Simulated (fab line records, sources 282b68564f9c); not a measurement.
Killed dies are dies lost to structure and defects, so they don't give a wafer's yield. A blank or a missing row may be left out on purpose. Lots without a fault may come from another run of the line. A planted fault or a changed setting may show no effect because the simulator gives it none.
fab line records | flow rit_cmos
record lots=5 wafers=15 last_day=6
route steps=202 shown SILICIDE@162 CONTACT@168 M1@184
lots that met no fault: from a run of the same line without faults
start_h: hours from the record's first day to the start of the lot's first wafer shown | wait_h: hours since the lot's step before | " the same as in the row above | L1.1+2: a row that stands for several wafers | - no value, or no start given | * or withheld: withheld | < > ~ a bound
route shown NAME@n: a module of which the file shows steps, and the number in the route of the first | usual: mean/standard deviation of fault-free wafers | same: alike in all rows | chamber/n: place in a boat | sites: the reading at each site | _std_site: their standard deviation | _edge_site: outer sites' mean less inner sites' | radius_mm: how far each site lies from the wafer's centre | mask NAME#n: copy n | behind: the tool/chamber that last shaped the wafer | hold: why the lot was held/for how many hours/how that ended | device: the transistor (n, p or np) that didn't switch | end of line: the same wafers' tests at the end of the route | a step without rows: its recipe alone | killed: dies lost to structure and defects at the first sort, not the wafer's yield | map: a wafer's dies, x killed, . not, _ none there
set.NAME: the setting as run; set.NAME@STEP: as run at that earlier step | model.NAME: the simulator's own value behind a step, which no gauge read
lots at some steps of the route; a table a step, a row a wafer
services: from which hour (start_h, from the record's first day; less than 0 if before it) a tool's chamber was out of use, for how many hours, and why
## steps
# step RIT_SILICIDE_SPUTTER_01
# recipe material=Ti target_thk_nm=30 power_w=350 chamber_pressure_pa=0.667 gas=Ar time_s=240 substrate_temp_c=25
# usual throttle_valve_pct=29.7/0.82
# columns lot.wafer tool chamber start_h wait_h throttle_valve_pct
L074.2 pvd_sputter-01 - 61.28 0.0 30.8
L074.3 " - " " 30.2
L074.6 " - " " 30.8
L075.3 pvd_sputter-03 - 65.59 0.0 29.0
L075.5 " - " " 30.0
L075.6 " - " " 29.8
L077.1 pvd_sputter-03 - 76.77 0.0 29.5
L077.4 " - " " 29.9
L077.6 " - " " 29.0
L083.3 pvd_sputter-03 - 102.68 0.0 29.5
L083.5 " - " " 29.7
L083.6 " - " " 29.4
L093.2 pvd_sputter-03 - 147.65 0.0 29.6
L093.3 " - " " 29.0
L093.6 " - " " 29.3
# step RIT_SILICIDE_RS_MEAS_02
# recipe thk_meas_gauge=four-point-probe reads=Ti_of_SILICIDE_SPUTTER_01
# usual SILICIDE_TI_RS=47.8/0.6
# columns lot.wafer tool chamber start_h wait_h SILICIDE_TI_RS[ohm/sq]
L074.2 film_metro-04 - 61.45 0.1 47.3
L074.3 " - " " 47.9
L074.6 " - " " 46.8
L075.3 film_metro-04 - 65.78 0.1 47.5
L075.5 " - " " 47.5
L075.6 " - " " 47.3
L077.1 film_metro-01 - 76.92 0.1 48.2
L077.4 " - " " 48.1
L077.6 " - " " 48.0
L083.3 film_metro-01 - 102.87 0.1 47.0
L083.5 " - " " 47.6
L083.6 " - " " 47.1
L093.2 film_metro-02 - 147.82 0.1 46.8
L093.3 " - " " 46.9
L093.6 " - " " 47.3
# step RIT_SILICIDE_THK_MEAS_03
# recipe thk_meas_gauge=xrf reads=Ti_of_SILICIDE_SPUTTER_01
# usual SILICIDE_TI_THK=30.6/0.38
# columns lot.wafer tool chamber start_h wait_h SILICIDE_TI_THK[nm]
L074.2 film_metro-04 - 61.56 0.1 30.7
L074.3 " - " " 30.4
L074.6 " - " " 30.9
L075.3 film_metro-04 - 65.88 0.1 30.7
L075.5 " - " " 30.7
L075.6 " - " " 30.8
L077.1 film_metro-01 - 77.04 0.1 30.8
L077.4 " - " " 30.8
L077.6 " - " " 30.8
L083.3 film_metro-01 - 102.97 0.1 31.3
L083.5 " - " " 30.9
L083.6 " - " " 31.2
L093.2 film_metro-02 - 147.93 0.1 31.0
L093.3 " - " " 31.0
L093.6 " - " " 30.9
# step RIT_SILICIDE_RTA_04
# recipe temp_c=650 time_s=10 idle_temp_c=25 ramp_up_s=5 ramp_down_s=5 cool_to_c=25 ambient=N2
# usual anneal_temp_c_max=652.8/0.63 wafer_temp_C_max=652.5/0.54
# columns lot.wafer tool chamber start_h wait_h anneal_temp_c_max wafer_temp_C_max
L074.2 rtp_anneal-02 0 61.62 0.1 653.3 652.1
L074.3 " 0 " " 654.0 652.2
L074.6 " 0 " " 653.2 652.4
L075.3 rtp_anneal-01 0 65.94 0.1 652.8 652.4
L075.5 " 0 " " 652.5 653.1
L075.6 " 0 " " 653.2 651.7
L077.1 rtp_anneal-01 0 77.10 0.1 651.4 652.4
L077.4 " 0 " " 653.0 652.2
L077.6 " 0 " " 652.2 652.8
L083.3 rtp_anneal-01 0 103.03 0.1 653.0 651.4
L083.5 " 0 " " 652.9 651.8
L083.6 " 0 " " 652.6 651.7
L093.2 rtp_anneal-01 0 147.99 0.1 652.6 652.1
L093.3 " 0 " " 652.1 652.8
L093.6 " 0 " " 652.4 653.5
# step RIT_SILICIDE_WET_ETCH_05
# recipe chemistry=SPM target=Ti temp_c=90 time_s=120 dry=n2_spin
# columns lot.wafer tool chamber start_h wait_h
L074.2+3+6 wet_bench-04 0 61.67 0.0
L075.3+5+6 wet_bench-01 1 65.99 0.0
L077.1+4+6 wet_bench-01 2 77.16 0.1
L083.3+5+6 wet_bench-01 1 103.08 0.0
L093.2+3+6 wet_bench-01 0 148.05 0.0
# step RIT_SILICIDE_RTA_06
# recipe temp_c=750 time_s=10 idle_temp_c=25 ramp_up_s=5 ramp_down_s=10 cool_to_c=25 ambient=N2
# usual anneal_temp_c_max=753.3/0.65 wafer_temp_C_max=752.8/0.62
# columns lot.wafer tool chamber start_h wait_h anneal_temp_c_max wafer_temp_C_max
L074.2 rtp_anneal-01 0 61.73 0.0 753.0 753.0
L074.3 " 0 " " 752.9 752.3
L074.6 " 0 " " 753.1 753.5
L075.3 rtp_anneal-02 0 66.09 0.0 753.2 752.7
L075.5 " 0 " " 753.5 752.3
L075.6 " 0 " " 754.7 753.4
L077.1 rtp_anneal-02 0 77.25 0.0 753.4 752.2
L077.4 " 0 " " 753.7 751.6
L077.6 " 0 " " 753.8 753.7
L083.3 rtp_anneal-02 0 103.14 0.0 753.2 753.0
L083.5 " 0 " " 753.4 753.6
L083.6 " 0 " " 754.3 752.8
L093.2 rtp_anneal-02 0 148.10 0.0 752.9 752.7
L093.3 " 0 " " 754.0 751.4
L093.6 " 0 " " 753.3 752.3
# step RIT_CONTACT_CVD_00
# recipe material=SiO2 target_thk_nm=400 precursor=TEOS temp_c=390 time_s=61 rf_w=400
# usual heater_power_w=286/61
# columns lot.wafer tool chamber start_h wait_h heater_power_w
L074.2 pecvd-02 2 61.79 0.0 304
L074.3 " 0 " " 364
L074.6 " 1 " " 280
L075.3 pecvd-03 0 66.14 0.0 304
L075.5 " 2 " " 427
L075.6 " 1 " " 301
L077.1 pecvd-02 2 77.31 0.1 261
L077.4 " 1 " " 328
L077.6 " 2 " " 274
L083.3 pecvd-02 0 103.19 0.0 355
L083.5 " 2 " " 226
L083.6 " 0 " " 352
L093.2 pecvd-03 2 148.16 0.0 410
L093.3 " 2 " " 420
L093.6 " 2 " " 441
# step RIT_CONTACT_THK_MEAS_01
# recipe reads=SiO2_of_CONTACT_CVD_00
# usual CONTACT_TEOS_THK=401/4.9
# columns lot.wafer tool chamber start_h wait_h CONTACT_TEOS_THK[nm]
L074.2 film_metro-02 - 61.85 0.0 400
L074.3 " - " " 401
L074.6 " - " " 410
L075.3 film_metro-04 - 66.21 0.0 398
L075.5 " - " " 400
L075.6 " - " " 403
L077.1 film_metro-04 - 77.36 0.0 395
L077.4 " - " " 405
L077.6 " - " " 402
L083.3 film_metro-04 - 103.27 0.1 401
L083.5 " - " " 408
L083.6 " - " " 405
L093.2 film_metro-02 - 148.24 0.1 391
L093.3 " - " " 403
L093.6 " - " " 404
# step RIT_CONTACT_HMDS_02
# recipe prime_time_s=60 prime_temp_c=140
# columns lot.wafer tool chamber start_h wait_h
L074.2+3+6 litho_track-02 0 61.92 0.1
L075.3+5+6 litho_track-01 0 66.30 0.1
L077.1+4+6 litho_track-01 0 77.42 0.1
L083.3+5+6 litho_track-01 0 103.36 0.1
L093.2+3+6 litho_track-01 0 148.32 0.1
# step RIT_CONTACT_COAT_03
# recipe resist=NOVOLAK spin_rpm=3250 resist_thk_nm=1000
# columns lot.wafer tool chamber start_h wait_h
L074.2+3+6 litho_track-02 0 62.07 0.1
L075.3+5+6 litho_track-01 0 66.45 0.1
L077.1+4+6 litho_track-01 0 77.57 0.1
L083.3+5+6 litho_track-01 0 103.51 0.1
L093.2+3+6 litho_track-01 0 148.47 0.1
# step RIT_CONTACT_SOFTBAKE_04
# recipe resist=NOVOLAK temp_c=90 time_s=60
# columns lot.wafer tool chamber start_h wait_h
L074.2+3+6 litho_track-02 0 62.22 0.1
L075.3+5+6 litho_track-01 0 66.60 0.1
L077.1+4+6 litho_track-01 0 77.72 0.1
L083.3+5+6 litho_track-01 0 103.66 0.1
L093.2+3+6 litho_track-01 0 148.62 0.1
# step RIT_CONTACT_EXPOSE_05
# recipe mask_id=M11 na=0.6 source_shape=conventional sigma_outer=0.5 target_cd_nm=1000 dose_mj=250
# usual exposure_dose_mJ_cm2=249.99/0.26
# columns lot.wafer tool chamber start_h wait_h mask exposure_dose_mJ_cm2
L074.2 iline_stepper-02 0 62.37 0.1 M11#0 249.79
L074.3 " 0 " " M11#0 249.52
L074.6 " 0 " " M11#0 249.74
L075.3 iline_stepper-02 0 66.74 0.1 M11#0 250.06
L075.5 " 0 " " M11#0 250.03
L075.6 " 0 " " M11#0 250.10
L077.1 iline_stepper-02 0 77.87 0.1 M11#0 250.04
L077.4 " 0 " " M11#0 250.20
L077.6 " 0 " " M11#0 250.21
L083.3 iline_stepper-01 0 103.80 0.1 M11#0 249.69
L083.5 " 0 " " M11#0 249.82
L083.6 " 0 " " M11#0 249.76
L093.2 iline_stepper-01 0 148.76 0.1 M11#0 249.94
L093.3 " 0 " " M11#0 250.16
L093.6 " 0 " " M11#0 249.79
# step RIT_CONTACT_PEB_06
# recipe resist=NOVOLAK temp_c=withheld time_s=withheld
# columns lot.wafer tool chamber start_h wait_h
L074.2+3+6 litho_track-03 0 62.49 0.1
L075.3+5+6 litho_track-01 0 66.87 0.1
L077.1+4+6 litho_track-02 0 77.99 0.1
L083.3+5+6 litho_track-01 0 103.93 0.1
L093.2+3+6 litho_track-01 0 148.89 0.1
# step RIT_CONTACT_DEVELOP_07
# recipe resist=NOVOLAK develop_time_s=120 dev_temp_c=23
# usual developer_temp_C=23.00/0.1
# columns lot.wafer tool chamber start_h wait_h developer_temp_C
L074.2 litho_track-03 0 - - 23.21
L074.3 " 0 " " 23.02
L074.6 " 0 " " 23.00
L075.3 litho_track-01 0 - - 22.82
L075.5 " 0 " " 22.87
L075.6 " 0 " " 22.88
L077.1 litho_track-02 0 - - 22.87
L077.4 " 0 " " 23.02
L077.6 " 0 " " 23.02
L083.3 litho_track-01 0 - - 22.95
L083.5 " 0 " " 23.00
L083.6 " 0 " " 23.03
L093.2 litho_track-01 0 - - 22.85
L093.3 " 0 " " 23.02
L093.6 " 0 " " 22.74
# step RIT_CONTACT_CD_MEAS_08
# recipe target_cd_nm=1000
# usual cd_nm=1000.3/2
# columns lot.wafer tool chamber start_h wait_h cd_nm
L074.2 cd_sem-02 - 62.89 - 1001.7
L074.3 " - " " 1000.3
L074.6 " - " " 1001.7
L075.3 cd_sem-01 - 67.26 - 1005.0
L075.5 " - " " 1003.5
L075.6 " - " " 1005.3
L077.1 cd_sem-01 - 78.39 - 1003.1
L077.4 " - " " 1001.9
L077.6 " - " " 1000.5
L083.3 cd_sem-01 - 104.32 - 1001.5
L083.5 " - " " 1002.8
L083.6 " - " " 1002.9
L093.2 cd_sem-01 - 149.28 - 1000.2
L093.3 " - " " 1002.1
L093.6 " - " " 999.8
# step RIT_CONTACT_OVL_MEAS_09
# usual CONTACT_OVL=0.3/1.4
# columns lot.wafer tool chamber start_h wait_h CONTACT_OVL[nm]
L074.2 overlay-02 - 62.99 0.1 0.5
L074.3 " - " " 2.5
L074.6 " - " " -0.1
L075.3 overlay-01 - 67.35 0.1 0.3
L075.5 " - " " -2.0
L075.6 " - " " -2.7
L077.1 overlay-01 - 78.51 0.1 1.4
L077.4 " - " " 2.3
L077.6 " - " " 0.6
L083.3 overlay-01 - 104.41 0.1 2.3
L083.5 " - " " 0.5
L083.6 " - " " 0.6
L093.2 overlay-02 - 149.39 0.1 0.8
L093.3 " - " " 2.5
L093.6 " - " " 1.0
# step RIT_CONTACT_HARDBAKE_10
# recipe resist=NOVOLAK temp_c=140 time_s=60
# columns lot.wafer tool chamber start_h wait_h
L074.2+3+6 litho_track-03 0 63.05 0.0
L075.3+5+6 litho_track-01 0 67.42 0.1
L077.1+4+6 litho_track-01 0 78.55 0.0
L083.3+5+6 litho_track-01 0 104.49 0.1
L093.2+3+6 litho_track-01 0 149.44 0.0
# step RIT_CONTACT_ETCH_11
# recipe target_depth_a=4800 over_etch_frac=0.2 stop_on=TiSi2 chemistry=CHF3/CF4/Ar target=SiO2 CHF3_flow_sccm=50 cf4_flow_sccm=10 Ar_flow_sccm=100 O2_flow_sccm=5 pressure_mtorr=100 rf_w=200 time_s=320
# usual drypump_motor_current_A=5.8/0.39 oes_product_au=0.981/0.012 throttle_valve_pct=8.87/0.13
# columns lot.wafer tool chamber start_h wait_h drypump_motor_current_A oes_product_au rf_hours_counter_h throttle_valve_pct
L074.2 rie_diel-02 2 63.17 0.1 5.4 0.985 2 9.02
L074.3 " 0 " " 5.8 0.983 154 9.14
L074.6 " 3 " " 5.5 0.967 - 8.70
L075.3 rie_diel-03 3 67.52 0.1 5.6 0.978 17 8.89
L075.5 " 2 " " 6.5 0.975 - 8.96
L075.6 " 1 " " 6.1 0.995 - 8.72
L077.1 rie_diel-03 3 78.70 0.1 5.7 0.975 17 8.90
L077.4 " 2 " " 6.5 0.980 3 8.99
L077.6 " 1 " " 6.1 1.003 - 8.73
L083.3 rie_diel-01 2 104.59 0.1 6.0 0.971 70 8.97
L083.5 " 2 " " 6.1 0.988 - 8.97
L083.6 " 1 " " 5.5 0.985 - 8.83
L093.2 rie_diel-03 0 149.57 0.1 5.3 1.001 5 8.79
L093.3 " 3 " " 5.7 0.982 19 8.89
L093.6 " 0 " " 5.2 1.005 - 8.79
# step RIT_CONTACT_STRIP_12
# recipe chemistry=O2 time_s=180 resist=NOVOLAK platen_temp_c=withheld power_w=500 pressure_mtorr=4000 o2_flow_sccm=4000
# usual drypump_motor_current_A=5.8/0.34
# columns lot.wafer tool chamber start_h wait_h drypump_motor_current_A rf_hours_counter_h
L074.2 plasma_asher-04 0 63.37 0.1 5.3 37
L074.3 " 1 " " 5.7 -
L074.6 " 1 " " 5.7 -
L075.3 plasma_asher-04 1 67.77 0.2 5.7 -
L075.5 " 0 " " 5.3 -
L075.6 " 1 " " 5.7 -
L077.1 plasma_asher-01 0 78.89 0.1 6.2 29
L077.4 " 0 " " 6.2 -
L077.6 " 0 " " 6.2 -
L083.3 plasma_asher-02 1 104.84 0.2 5.7 -
L083.5 " 0 " " 6.3 -
L083.6 " 1 " " 5.7 -
L093.2 plasma_asher-04 1 149.76 0.1 5.7 4
L093.3 " 1 " " 5.7 -
L093.6 " 1 " " 5.7 -
# step RIT_CONTACT_CD_MEAS_90
# recipe target_cd_nm=1000
# usual cd_nm=1000.3/2
# columns lot.wafer tool chamber start_h wait_h cd_nm
L074.2 cd_sem-01 - 63.56 0.1 1001.4
L074.3 " - " " 1000.6
L074.6 " - " " 1001.4
L075.3 cd_sem-01 - 67.93 0.1 1005.1
L075.5 " - " " 1003.0
L075.6 " - " " 1005.4
L077.1 cd_sem-02 - 79.06 0.1 1002.7
L077.4 " - " " 1001.7
L077.6 " - " " 1001.0
L083.3 cd_sem-02 - 105.00 0.1 1001.9
L083.5 " - " " 1002.5
L083.6 " - " " 1002.5
L093.2 cd_sem-01 - 149.96 0.1 1000.2
L093.3 " - " " 1001.7
L093.6 " - " " 1000.0
# step RIT_CONTACT_CLEAN_13
# recipe chemistry=SC1 mix=3:3:50 time_s=600 temp_c=75
# columns lot.wafer tool chamber start_h wait_h
L074.2+3+6 wet_bench-01 2 63.66 0.1
L075.3+5+6 wet_bench-03 0 68.01 0.1
L077.1+4+6 wet_bench-04 1 79.18 0.1
L083.3+5+6 wet_bench-01 1 105.08 0.1
L093.2+3+6 wet_bench-01 3 150.06 0.1
# step RIT_CONTACT_CLEAN_14
# recipe chemistry=SC2 mix=3:3:50 time_s=600 temp_c=75 dry=n2_spin
# columns lot.wafer tool chamber start_h wait_h
L074.2+3+6 wet_bench-04 1 64.01 0.0
L075.3+5+6 wet_bench-04 1 68.19 0.0
L077.1+4+6 wet_bench-01 0 79.36 0.0
L083.3+5+6 wet_bench-03 3 105.25 0.0
L093.2+3+6 wet_bench-03 2 150.25 0.0
# step RIT_M1_SPUTTER_00
# recipe material=Al target_thk_nm=400 power_w=2000 chamber_pressure_pa=0.4 gas=Ar time_s=500 substrate_temp_c=25
# usual throttle_valve_pct=29.9/0.75
# columns lot.wafer tool chamber start_h wait_h throttle_valve_pct
L074.2 pvd_sputter-04 - 64.20 0.0 30.0
L074.3 " - " " 30.2
L074.6 " - " " 29.4
L075.3 pvd_sputter-02 - 68.38 0.0 31.2
L075.5 " - " " 30.1
L075.6 " - " " 28.9
L077.1 pvd_sputter-02 - 79.71 0.0 30.9
L077.4 " - " " 30.0
L077.6 " - " " 30.0
L083.3 pvd_sputter-02 - 105.43 0.0 29.9
L083.5 " - " " 30.9
L083.6 " - " " 30.6
L093.2 pvd_sputter-01 - 150.42 0.0 30.3
L093.3 " - " " 27.9
L093.6 " - " " 30.4
# step RIT_M1_RS_MEAS_01
# recipe thk_meas_gauge=four-point-probe reads=Al_of_M1_SPUTTER_00
# usual M1_AL_RS=0.0734/0.00075
# columns lot.wafer tool chamber start_h wait_h M1_AL_RS[ohm/sq]
L074.2 film_metro-01 - 64.52 0.2 0.0729
L074.3 " - " " 0.0730
L074.6 " - " " 0.0737
L075.3 film_metro-01 - 68.71 0.2 0.0734
L075.5 " - " " 0.0730
L075.6 " - " " 0.0730
L077.1 film_metro-01 - 80.00 0.1 0.0731
L077.4 " - " " 0.0734
L077.6 " - " " 0.0729
L083.3 film_metro-02 - 105.76 0.2 0.0728
L083.5 " - " " 0.0731
L083.6 " - " " 0.0729
L093.2 film_metro-02 - 150.74 0.2 0.0750
L093.3 " - " " 0.0740
L093.6 " - " " 0.0745
# step RIT_M1_THK_MEAS_02
# recipe thk_meas_gauge=xrf reads=Al_of_M1_SPUTTER_00
# usual M1_AL_THK=405/5
# columns lot.wafer tool chamber start_h wait_h M1_AL_THK[nm]
L074.2 film_metro-01 - 64.63 0.1 412
L074.3 " - " " 410
L074.6 " - " " 404
L075.3 film_metro-01 - 68.81 0.1 409
L075.5 " - " " 407
L075.6 " - " " 410
L077.1 film_metro-01 - 80.12 0.1 409
L077.4 " - " " 407
L077.6 " - " " 410
L083.3 film_metro-02 - 105.86 0.1 408
L083.5 " - " " 406
L083.6 " - " " 407
L093.2 film_metro-02 - 150.85 0.1 394
L093.3 " - " " 400
L093.6 " - " " 394
# step RIT_M1_HMDS_03
# recipe prime_time_s=60 prime_temp_c=140
# columns lot.wafer tool chamber start_h wait_h
L074.2+3+6 litho_track-04 0 64.70 0.1
L075.3+5+6 litho_track-04 0 68.90 0.1
L077.1+4+6 litho_track-03 0 80.20 0.1
L083.3+5+6 litho_track-01 0 105.95 0.1
L093.2+3+6 litho_track-01 0 150.92 0.1
# step RIT_M1_COAT_04
# recipe resist=NOVOLAK spin_rpm=2000 resist_thk_nm=1300
# columns lot.wafer tool chamber start_h wait_h
L074.2+3+6 litho_track-04 0 64.85 0.1
L075.3+5+6 litho_track-04 0 69.05 0.1
L077.1+4+6 litho_track-03 0 80.35 0.1
L083.3+5+6 litho_track-01 0 106.10 0.1
L093.2+3+6 litho_track-01 0 151.07 0.1
# step RIT_M1_SOFTBAKE_05
# recipe resist=NOVOLAK temp_c=90 time_s=60
# columns lot.wafer tool chamber start_h wait_h
L074.2+3+6 litho_track-04 0 65.00 0.1
L075.3+5+6 litho_track-04 0 69.20 0.1
L077.1+4+6 litho_track-03 0 80.50 0.1
L083.3+5+6 litho_track-01 0 106.25 0.1
L093.2+3+6 litho_track-01 0 151.22 0.1
# step RIT_M1_EXPOSE_06
# recipe mask_id=M12 na=0.6 source_shape=conventional sigma_outer=0.5 target_cd_nm=2600 dose_mj=250
# usual exposure_dose_mJ_cm2=249.92/0.23
# columns lot.wafer tool chamber start_h wait_h mask exposure_dose_mJ_cm2
L074.2 iline_stepper-02 0 65.15 0.1 M12#0 249.61
L074.3 " 0 " " M12#0 249.52
L074.6 " 0 " " M12#0 249.47
L075.3 iline_stepper-02 0 69.34 0.1 M12#0 249.77
L075.5 " 0 " " M12#0 250.16
L075.6 " 0 " " M12#0 249.78
L077.1 iline_stepper-01 0 80.77 0.2 M12#0 249.65
L077.4 " 0 " " M12#0 249.93
L077.6 " 0 " " M12#0 249.73
L083.3 iline_stepper-01 0 106.39 0.1 M12#0 249.90
L083.5 " 0 " " M12#0 249.94
L083.6 " 0 " " M12#0 249.95
L093.2 iline_stepper-02 0 151.37 0.1 M12#0 249.80
L093.3 " 0 " " M12#0 249.88
L093.6 " 0 " " M12#0 250.18
# step RIT_M1_PEB_07
# recipe resist=NOVOLAK temp_c=withheld time_s=withheld
# columns lot.wafer tool chamber start_h wait_h
L074.2+3+6 litho_track-01 0 65.27 0.1
L075.3+5+6 litho_track-01 0 69.47 0.1
L077.1+4+6 litho_track-01 0 81.17 0.4
L083.3+5+6 litho_track-03 0 106.52 0.1
L093.2+3+6 litho_track-03 0 151.49 0.1
# step RIT_M1_DEVELOP_08
# recipe resist=NOVOLAK develop_time_s=68 dev_temp_c=23
# usual developer_temp_C=22.99/0.11
# columns lot.wafer tool chamber start_h wait_h developer_temp_C
L074.2 litho_track-01 0 - - 23.08
L074.3 " 0 " " 23.17
L074.6 " 0 " " 23.15
L075.3 litho_track-01 0 - - 23.06
L075.5 " 0 " " 23.07
L075.6 " 0 " " 22.99
L077.1 litho_track-01 0 - - 23.01
L077.4 " 0 " " 23.13
L077.6 " 0 " " 23.10
L083.3 litho_track-03 0 - - 23.20
L083.5 " 0 " " 23.02
L083.6 " 0 " " 22.97
L093.2 litho_track-03 0 - - 23.02
L093.3 " 0 " " 22.80
L093.6 " 0 " " 22.91
# step RIT_M1_CD_MEAS_09
# recipe target_cd_nm=2600
# usual cd_nm=2600.0/1.9
# columns lot.wafer tool chamber start_h wait_h cd_nm
L074.2 cd_sem-02 - 65.58 - 2599.1
L074.3 " - " " 2600.0
L074.6 " - " " 2602.5
L075.3 cd_sem-02 - 69.77 - 2598.4
L075.5 " - " " 2600.6
L075.6 " - " " 2598.9
L077.1 cd_sem-02 - 81.49 - 2600.3
L077.4 " - " " 2599.2
L077.6 " - " " 2598.8
L083.3 cd_sem-01 - 106.82 - 2600.0
L083.5 " - " " 2600.3
L083.6 " - " " 2600.2
L093.2 cd_sem-01 - 151.80 - 2598.3
L093.3 " - " " 2598.6
L093.6 " - " " 2597.2
# step RIT_M1_OVL_MEAS_10
# usual M1_OVL=-0.1/1.2
# columns lot.wafer tool chamber start_h wait_h M1_OVL[nm]
L074.2 overlay-02 - 65.68 0.1 0.5
L074.3 " - " " 1.4
L074.6 " - " " -0.3
L075.3 overlay-01 - 69.86 0.1 0.8
L075.5 " - " " 2.8
L075.6 " - " " 2.7
L077.1 overlay-02 - 81.61 0.1 0.6
L077.4 " - " " -1.1
L077.6 " - " " 1.1
L083.3 overlay-01 - 106.91 0.1 0.2
L083.5 " - " " 0.6
L083.6 " - " " -1.3
L093.2 overlay-01 - 151.90 0.1 0.3
L093.3 " - " " -0.1
L093.6 " - " " -0.6
# step RIT_M1_HARDBAKE_11
# recipe resist=NOVOLAK temp_c=140 time_s=120
# columns lot.wafer tool chamber start_h wait_h
L074.2+3+6 litho_track-04 0 65.75 0.1
L075.3+5+6 litho_track-04 0 69.97 0.1
L077.1+4+6 litho_track-01 0 81.77 0.2
L083.3+5+6 litho_track-03 0 107.02 0.1
L093.2+3+6 litho_track-01 0 151.97 0.1
# step RIT_M1_METAL_ETCH_12
# recipe stop_on=SiO2 chemistry=Cl2/BCl3 target=Al time_s=165 over_etch_frac=0.5 pressure_mtorr=100 target_depth_a=6000 rf_w=250 Cl2_flow_sccm=60 bcl3_flow_sccm=50
# usual drypump_motor_current_A=5.3/0.47 oes_product_au=0.778/0.014 throttle_valve_pct=8.29/0.035
# columns lot.wafer tool chamber start_h wait_h drypump_motor_current_A oes_product_au rf_hours_counter_h throttle_valve_pct
L074.2 rie_metal-02 0 65.96 0.2 5.9 0.788 1 8.23
L074.3 " 1 " " 4.9 0.802 - 8.26
L074.6 " 1 " " 4.9 0.791 - 8.28
L075.3 rie_metal-04 0 70.19 0.2 5.9 0.784 - 8.32
L075.5 " 0 " " 5.9 0.781 - 8.33
L075.6 " 1 " " 5.4 0.755 - 8.34
L077.1 rie_metal-02 1 82.02 0.2 4.9 0.790 1 8.26
L077.4 " 1 " " 4.9 0.787 - 8.28
L077.6 " 1 " " 4.8 0.790 - 8.27
L083.3 rie_metal-02 0 107.24 0.2 5.9 0.778 - 8.23
L083.5 " 0 " " 5.9 0.783 - 8.25
L083.6 " 1 " " 4.9 0.794 - 8.27
L093.2 rie_metal-02 1 152.18 0.2 4.9 0.776 2 8.26
L093.3 " 1 " " 4.9 0.783 - 8.28
L093.6 " 1 " " 4.9 0.781 - 8.27
# step RIT_M1_STRIP_13
# recipe chemistry=nmp resist=NOVOLAK temp_c=80 time_s=600 dry=n2_spin
# columns lot.wafer tool chamber start_h wait_h
L074.2+3+6 wet_bench-02 2 66.12 0.1
L075.3+5+6 wet_bench-04 3 70.30 0.1
L077.1+4+6 wet_bench-02 3 82.24 0.1
L083.3+5+6 wet_bench-03 3 107.35 0.1
L093.2+3+6 wet_bench-04 3 152.35 0.1
# step RIT_M1_STRIP_14
# recipe chemistry=O2 time_s=180 platen_temp_c=withheld power_w=500 pressure_mtorr=4000 o2_flow_sccm=4000
# usual drypump_motor_current_A=5.7/0.31
# columns lot.wafer tool chamber start_h wait_h drypump_motor_current_A rf_hours_counter_h
L074.2 plasma_asher-03 1 66.30 0.0 5.3 44
L074.3 " 1 " " 5.3 -
L074.6 " 1 " " 5.3 -
L075.3 plasma_asher-03 0 70.53 0.1 5.8 -
L075.5 " 0 " " 5.8 -
L075.6 " 1 " " 5.3 -
L077.1 plasma_asher-02 1 82.41 0.0 5.7 45
L077.4 " 1 " " 5.7 -
L077.6 " 1 " " 5.7 -
L083.3 plasma_asher-04 0 107.58 0.1 5.3 -
L083.5 " 1 " " 5.7 -
L083.6 " 0 " " 5.3 -
L093.2 plasma_asher-04 1 152.54 0.0 5.7 4
L093.3 " 1 " " 5.7 -
L093.6 " 1 " " 5.7 -
# step RIT_M1_CD_MEAS_90
# recipe target_cd_nm=2600
# usual cd_nm=2599.9/2.4
# columns lot.wafer tool chamber start_h wait_h cd_nm
L074.2 cd_sem-01 - 66.49 0.1 2598.8
L074.3 " - " " 2599.5
L074.6 " - " " 2600.6
L075.3 cd_sem-01 - 70.69 0.1 2600.0
L075.5 " - " " 2602.4
L075.6 " - " " 2600.3
L077.1 cd_sem-02 - 82.59 0.1 2599.9
L077.4 " - " " 2598.9
L077.6 " - " " 2598.7
L083.3 cd_sem-01 - 107.74 0.1 2600.2
L083.5 " - " " 2599.4
L083.6 " - " " 2598.4
L093.2 cd_sem-02 - 152.73 0.1 2596.9
L093.3 " - " " 2598.4
L093.6 " - " " 2597.0
# step RIT_M1_ANNEAL_15
# recipe temp_c=450 time_s=1800 ambient=forming_gas_H2N2
# columns lot.wafer tool chamber start_h wait_h
L074.2+3+6 furnace-02 0 66.59 0.1
L075.3+5+6 furnace-02 0 70.77 0.1
L077.1+4+6 furnace-02 0 82.71 0.1
L083.3+5+6 furnace-02 0 107.82 0.1
L093.2+3+6 furnace-02 0 152.93 0.2
# step RIT_M1_BOW_MEAS_16
# recipe mode=bow
# usual M1_BOW=16/6.5
# columns lot.wafer tool chamber start_h wait_h M1_BOW[um]
L074.2 film_metro-01 - 68.11 0.0 18
L074.3 " - " " 20
L074.6 " - " " 13
L075.3 film_metro-01 - 72.31 0.0 35
L075.5 " - " " 18
L075.6 " - " " 17
L077.1 film_metro-01 - 84.21 0.0 24
L077.4 " - " " 30
L077.6 " - " " 7
L083.3 film_metro-02 - 109.36 0.0 8
L083.5 " - " " 9
L083.6 " - " " 21
L093.2 film_metro-02 - 154.46 0.0 16
L093.3 " - " " 23
L093.6 " - " " 6
## services
# columns tool chamber start_h hours kind
plasma_asher-01 - 39.76 1.2 repair
rie_diel-01 0 56.66 6.4 repair
plasma_asher-04 - 62.61 0.7 repair
rie_diel-01 1 72.72 9.4 repair
iline_stepper-01 - 74.33 4.2 repair
rie_diel-01 3 79.12 24.8 repair
plasma_asher-04 - 91.79 1.4 repair
plasma_asher-04 - 99.32 2.8 repair
iline_stepper-02 - 101.08 8.2 repair
plasma_asher-04 - 108.75 9.0 pm
rie_diel-01 3 109.01 5.2 repair
rie_diel-01 0 109.79 5.3 repair
pecvd-02 - 113.91 1.7 repair
pvd_sputter-03 - 115.48 9.1 repair
pecvd-03 - 119.31 23.3 repair
rie_diel-02 - 130.37 2.8 pm
rie_diel-01 1 131.37 7.8 repair
pecvd-02 - 135.56 28.1 pm
rie_metal-04 - 136.12 20.0 pm
pecvd-03 1 137.99 10.6 repair
plasma_asher-03 - 141.43 21.0 repair
pecvd-03 - 142.58 5.5 pm
pecvd-03 2 148.52 6.1 repair
iline_stepper-01 - 150.93 1.3 repair
## key
fault none
